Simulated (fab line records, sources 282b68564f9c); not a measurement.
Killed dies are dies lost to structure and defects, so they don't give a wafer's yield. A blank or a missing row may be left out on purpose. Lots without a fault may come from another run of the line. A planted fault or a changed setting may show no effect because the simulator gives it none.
Split-lot experiment | flow rit_cmos | 5 lots, 23 wafers read, on a route of 202 steps

THE SPLIT
At RIT_ACTIVE_COAT_06 (resist thk 1000 nm), the setting resist_thk_nm was moved away from the recipe's 1000 nm on 7 of the 23 wafers read, by -5.0% to +5.2%. The other wafers ran this setting at the recipe's value.

FROM THE SPLIT TO THE READING: what the file shows between them, 4 steps
- RIT_ACTIVE_SOFTBAKE_07: time 60 s
- RIT_ACTIVE_EXPOSE_08: exposes mask M1, target cd 1400 nm
- RIT_ACTIVE_DEVELOP_10: develop time 50 s
- RIT_ACTIVE_HARDBAKE_12: time 60 s

THE READING
NOVOLAK_of_ACTIVE_COAT_06.thk_nm (the simulator's own value, which no gauge read), in nm, at RIT_ACTIVE_ETCH_13 (etches Si3N4 in SF6, stops on SiO2, time 210 s, target depth 210 nm). The file gives no usual value for it. The 16 wafers here that ran the recipe average 652.6 nm, standard deviation 2.9 nm.

wafer  | tool, chamber at the split | resist_thk_nm as run, nm | against the recipe | NOVOLAK_of_ACTIVE_COAT_06.thk_nm, nm | against lot-mates on the recipe
L074.1 | litho_track-04, 0          | 950.2                    | -5.0%              | 610.3                                | -44.3
L074.2 | litho_track-04, 0          | 950.2                    | -5.0%              | 609.5                                | -45.1
L074.4 | litho_track-04, 0          | 1000                     | recipe             | 654.4                                | -
L074.5 | litho_track-04, 0          | 1000                     | recipe             | 652.2                                | -
L074.6 | litho_track-04, 0          | 1000                     | recipe             | 657.1                                | -
L076.1 | litho_track-03, 0          | 1052                     | +5.2%              | 697.4                                | +43.7
L076.3 | litho_track-03, 0          | 1000                     | recipe             | 654.9                                | -
L076.4 | litho_track-03, 0          | 1052                     | +5.2%              | 696                                  | +42.3
L076.5 | litho_track-03, 0          | 1052                     | +5.2%              | 696.6                                | +42.9
L076.6 | litho_track-03, 0          | 1000                     | recipe             | 652.5                                | -
L077.1 | litho_track-04, 0          | 1000                     | recipe             | 654.1                                | -
L077.2 | litho_track-04, 0          | 1000                     | recipe             | 647.1                                | -
L077.3 | litho_track-04, 0          | 1032                     | +3.2%              | 677.3                                | +27.6
L077.5 | litho_track-04, 0          | 1032                     | +3.2%              | 680.8                                | +31.1
L077.6 | litho_track-04, 0          | 1000                     | recipe             | 647.8                                | -
L079.1 | litho_track-04, 0          | 1000                     | recipe             | 656.2                                | -
L079.2 | litho_track-04, 0          | 1000                     | recipe             | 655.5                                | -
L079.4 | litho_track-04, 0          | 1000                     | recipe             | 653.6                                | -
L084.1 | litho_track-03, 0          | 1000                     | recipe             | 651.5                                | -
L084.2 | litho_track-03, 0          | 1000                     | recipe             | 652.8                                | -
L084.3 | litho_track-03, 0          | 1000                     | recipe             | 650.5                                | -
L084.4 | litho_track-03, 0          | 1000                     | recipe             | 654                                  | -
L084.5 | litho_track-03, 0          | 1000                     | recipe             | 648.1                                | -

THE FIT
A straight line over all 23 wafers: NOVOLAK_of_ACTIVE_COAT_06.thk_nm changes by +8.48 nm for each +1% of resist_thk_nm; r = +0.99; the points scatter about the line by 2.6 nm.
The same after taking each lot's own level away (the mean of its wafers on the recipe; 23 wafers): +8.64 nm for each +1%; r = +1.00; scatter 2.2 nm.
On that fit, the largest move of resist_thk_nm shifts the reading by 45 nm.
The lots' own levels span 649.67 to 655.10 nm, that is 1.9 times the standard deviation above.
So the lot-to-lot level changes the slope little: the two slopes agree.
Check: with one of the wafers moved furthest among these (+5.2%) left out of the fit, the line predicts +44.9 nm for it against its lot-mates. It came out at +43.7 nm against them.

OTHER SPLITS ON THESE WAFERS
These wafers also went through other splits before the reading. Each is held against what the fit with the lots' levels taken away leaves over:
other split on the same wafers   | wafers away from the commonest value | r with NOVOLAK_of_ACTIVE_COAT_06.thk_nm (lot level and that fit taken away)
RIT_ACTIVE_CVD_03 pressure_mtorr | 18                                   | -0.29

THE WHOLE CHAIN: every reading that the file lists as answering this split, in the file's order
step                   | what it does                                                        | reading                                                                           | change (the file's fit)              | r (the file's)
RIT_ACTIVE_COAT_06     | resist thk 1000 nm                                                  | NOVOLAK_of_ACTIVE_COAT_06.thk_nm (the simulator's own value, which no gauge read) | +10.1 nm for each +1% of the setting | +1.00
RIT_ACTIVE_HARDBAKE_12 | time 60 s                                                           | NOVOLAK_of_ACTIVE_COAT_06.thk_nm (the simulator's own value, which no gauge read) | +8.81 nm for each +1% of the setting | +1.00
RIT_ACTIVE_ETCH_13     | etches Si3N4 in SF6, stops on SiO2, time 210 s, target depth 210 nm | NOVOLAK_of_ACTIVE_COAT_06.thk_nm (the simulator's own value, which no gauge read) | +8.7 nm for each +1% of the setting  | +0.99

THE FILE'S OWN FIT
NOVOLAK_of_ACTIVE_COAT_06.thk_nm changes by +8.7 nm for each +1% of resist_thk_nm, r = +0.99.
